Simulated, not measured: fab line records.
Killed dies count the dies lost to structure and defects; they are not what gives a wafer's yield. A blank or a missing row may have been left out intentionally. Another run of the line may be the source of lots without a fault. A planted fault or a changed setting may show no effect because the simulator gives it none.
Which tool is to blame?    flow berkeley-cmos170    39 wafers from 13 lots sampled at 5 of the route's 331 steps

## WHAT THE GAUGES SHOWED, per wafer
UCB170_ACTIVE_CD_MEAS_13 targets a cd of 1200 nm. Usual: cd-nm 1200.2 nm, standard deviation 1.4.
lot   measured      on         cd-nm (nm)            flag
L231  day 4 22:43   cd-sem-02  1197.2 1197.6 1198.0  
L235  day 6 03:00   cd-sem-02  1202.8 1201.2 1201.8  
L237  day 6 17:41   cd-sem-02  1200.4 1199.1 1199.3  
L238  day 6 18:05   cd-sem-02  1200.8 1200.8 1200.5  
L239  day 7 03:32   cd-sem-02  1198.1 1199.3 1199.7  
L240  day 7 03:20   cd-sem-02  1199.3 1199.9 1199.1  
L241  day 7 03:08   cd-sem-02  1379.7 1378.6 1378.6  OFF
L246  day 9 03:42   cd-sem-01  1199.9 1200.0 1200.3  
L245  day 9 04:05   cd-sem-01  1201.5 1200.6 1200.8  
L247  day 9 03:49   cd-sem-01  1200.6 1198.8 1198.4  
L248  day 9 03:30   cd-sem-02  1201.3 1201.3 1201.4  
L249  day 9 14:55   cd-sem-01  1200.6 1199.9 1199.5  
L251  day 10 06:52  cd-sem-02  1200.6 1201.5 1201.7  

UCB170_PVT_OVL_MEAS_06. Usual: PVT_OVL -1 nm, standard deviation 4.5.
lot   measured      on          PVT_OVL (nm)  flag
L231  day 6 15:18   overlay-02  3 0 -1        
L235  day 7 22:44   overlay-02  -6 -4 -5      
L237  day 8 14:25   overlay-02  1 5 -1        
L238  day 8 14:40   overlay-01  -4 -6 -3      
L239  day 9 12:44   overlay-01  -4 -2 -4      
L240  day 9 13:27   overlay-02  -2 -4 9       
L241  day 9 12:49   overlay-02  -7 -2 -4      
L246  day 10 20:54  overlay-02  -3 -5 -1      
L245  day 10 20:54  overlay-01  2 1 10        
L247  day 10 21:05  overlay-02  -10 -5 -5     
L248  day 10 20:50  overlay-02  2 -1 1        
L249  day 11 07:31  overlay-02  -2 -1 -3      
L251  day 11 22:28  overlay-01  7 -2 -1       

## TOOL THAT RAN EACH LOT (tool first, then ch and the chambers of the sampled wafers, then the start)
lot   UCB170_ZERO_ETCH_06                UCB170_NWELL_ETCH_13               UCB170_ACTIVE_EXPOSE_10
L231  rie-diel-03 ch 1,3, day 2 09:26    rie-diel-01 ch 0,3, day 2 20:24    krf-scanner-02 ch 0, day 4 22:10
L235  rie-diel-04 ch 0,1,3, day 3 05:10  rie-diel-01 ch 0,1,2, day 3 17:55  krf-scanner-01 ch 0, day 6 01:46
L237  rie-diel-02 ch 0,1,3, day 3 18:13  rie-diel-04 ch 1,2,3, day 4 10:57  krf-scanner-02 ch 0, day 6 17:17
L238  rie-diel-03 ch 1,2, day 3 22:09    rie-diel-03 ch 0,1, day 4 11:14    krf-scanner-01 ch 0, day 6 17:34
L239  rie-diel-02 ch 1,2,3, day 4 06:02  rie-diel-04 ch 0,1, day 4 21:16    krf-scanner-01 ch 0, day 7 02:59
L240  rie-diel-04 ch 1,2, day 4 09:45    rie-diel-03 ch 1,2, day 4 21:28    krf-scanner-02 ch 0, day 7 02:45
L241  rie-diel-03 ch 0,1,2, day 4 10:22  rie-diel-01 ch 1,2,3, day 4 21:28  krf-scanner-02 ch 0, day 7 02:36
L246  rie-diel-04 ch 0,1, day 5 11:41    rie-diel-04 ch 0,2,3, day 6 02:07  krf-scanner-01 ch 0, day 9 03:19
L245  rie-diel-02 ch 1,2,3, day 5 11:58  rie-diel-01 ch 0,1, day 6 02:23    krf-scanner-02 ch 0, day 9 03:40
L247  rie-diel-02 ch 0,3, day 5 22:47    rie-diel-04 ch 0,2, day 6 13:08    krf-scanner-01 ch 0, day 9 03:26
L248  rie-diel-03 ch 0,1,2, day 6 00:34  rie-diel-01 ch 1,2, day 6 12:52    krf-scanner-02 ch 0, day 9 03:07
L249  rie-diel-02 ch 1,2,3, day 6 07:00  rie-diel-04 ch 0,1,2, day 6 23:59  krf-scanner-02 ch 0, day 9 14:31
L251  rie-diel-03 ch 1,2, day 6 19:01    rie-diel-04 ch 1,2, day 7 10:13    krf-scanner-02 ch 0, day 10 06:13
- UCB170_ZERO_ETCH_06: etches SiO2 in CHF3/CF4/Ar, time 12 s.
- UCB170_NWELL_ETCH_13: etches Si3N4 in CH3F/Ar/O2, stops on SiO2, target depth 246.4 nm, time 154 s.
- UCB170_ACTIVE_EXPOSE_10: exposes mask ACTIVE, target cd 1200 nm.

## WHAT THE TOOLS THEMSELVES READ (means of the sampled wafers that have a number; where no wafer has one, the mark that the record gives instead)
UCB170_ZERO_ETCH_06. Usual: drypump-motor-current-A 5.8 A, standard deviation 0.51; oes-product-au 0.619 a.u., standard deviation 0.008; throttle-valve-pct 9.25 %, standard deviation 0.14.
lot   tool         drypump-motor-current-A (A)  oes-product-au (a.u.)  throttle-valve-pct (%)  flag
L231  rie-diel-03  6.3                          0.614                  9.13                    
L235  rie-diel-04  5.8                          0.615                  9.19                    
L237  rie-diel-02  5.8                          0.617                  9.25                    
L238  rie-diel-03  6.0                          0.624                  9.33                    
L239  rie-diel-02  5.9                          0.618                  9.26                    
L240  rie-diel-04  6.0                          0.617                  9.16                    
L241  rie-diel-03  5.7                          0.625                  9.33                    
L246  rie-diel-04  6.1                          0.616                  9.05                    
L245  rie-diel-02  5.9                          0.624                  9.27                    
L247  rie-diel-02  5.5                          0.611                  9.23                    
L248  rie-diel-03  5.7                          0.628                  9.33                    
L249  rie-diel-02  5.9                          0.617                  9.27                    
L251  rie-diel-03  6.0                          0.620                  9.34                    

UCB170_NWELL_ETCH_13. Usual: drypump-motor-current-A 5.7 A, standard deviation 0.58; oes-product-au 0.940 a.u., standard deviation 0.014; throttle-valve-pct 8.01 %, standard deviation 0.15.
lot   tool         drypump-motor-current-A (A)  oes-product-au (a.u.)  throttle-valve-pct (%)  flag
L231  rie-diel-01  5.2                          0.929                  7.88                    
L235  rie-diel-01  5.3                          0.933                  7.96                    
L237  rie-diel-04  5.8                          0.943                  8.06                    
L238  rie-diel-03  6.3                          0.961                  8.19                    
L239  rie-diel-04  6.4                          0.943                  7.86                    
L240  rie-diel-03  6.0                          0.953                  8.13                    
L241  rie-diel-01  5.2                          0.937                  8.02                    
L246  rie-diel-04  5.5                          0.933                  8.07                    
L245  rie-diel-01  5.2                          0.939                  7.85                    
L247  rie-diel-04  5.8                          0.943                  8.01                    
L248  rie-diel-01  5.4                          0.922                  8.08                    
L249  rie-diel-04  6.1                          0.943                  7.93                    
L251  rie-diel-04  6.0                          0.939                  8.00                    

UCB170_ACTIVE_EXPOSE_10. Usual: reticle-temp-C 23.01 C, standard deviation 0.11.
lot   tool            reticle-temp-C (C)  flag
L231  krf-scanner-02  23.02               
L235  krf-scanner-01  23.07               
L237  krf-scanner-02  23.04               
L238  krf-scanner-01  23.03               
L239  krf-scanner-01  23.01               
L240  krf-scanner-02  22.98               
L241  krf-scanner-02  22.88               
L246  krf-scanner-01  23.02               
L245  krf-scanner-02  23.01               
L247  krf-scanner-01  23.00               
L248  krf-scanner-02  23.07               
L249  krf-scanner-02  23.10               
L251  krf-scanner-02  23.13               

## THE ANSWER, worked out from the rows above alone
Rule: take the mean of a lot's wafers that have a number; if it is more than 3 standard deviations from the usual mean, the lot is off. Also off: a lot with no number at a reading for which 4 or more lots have one. All remaining lots with rows at the step are treated as sound. The gauges are gone through in route order, then the tools' own readings, and for those a lot's mean is taken as printed above. The first step at which some lot is off is used, and at that step the reading that is off furthest; a lot without a number counts as furthest.
Off, at UCB170_ACTIVE_CD_MEAS_13 on cd-nm: L241.
If a tool, at a process step before that reading, ran all the lots that are off and no sound lot after the first of them, it fits. Gauges at UCB170_ACTIVE_CD_MEAS_13: tried the same way as those tools. Of those tried, none fits.

## WHAT THE SIMULATOR HAD PUT IN
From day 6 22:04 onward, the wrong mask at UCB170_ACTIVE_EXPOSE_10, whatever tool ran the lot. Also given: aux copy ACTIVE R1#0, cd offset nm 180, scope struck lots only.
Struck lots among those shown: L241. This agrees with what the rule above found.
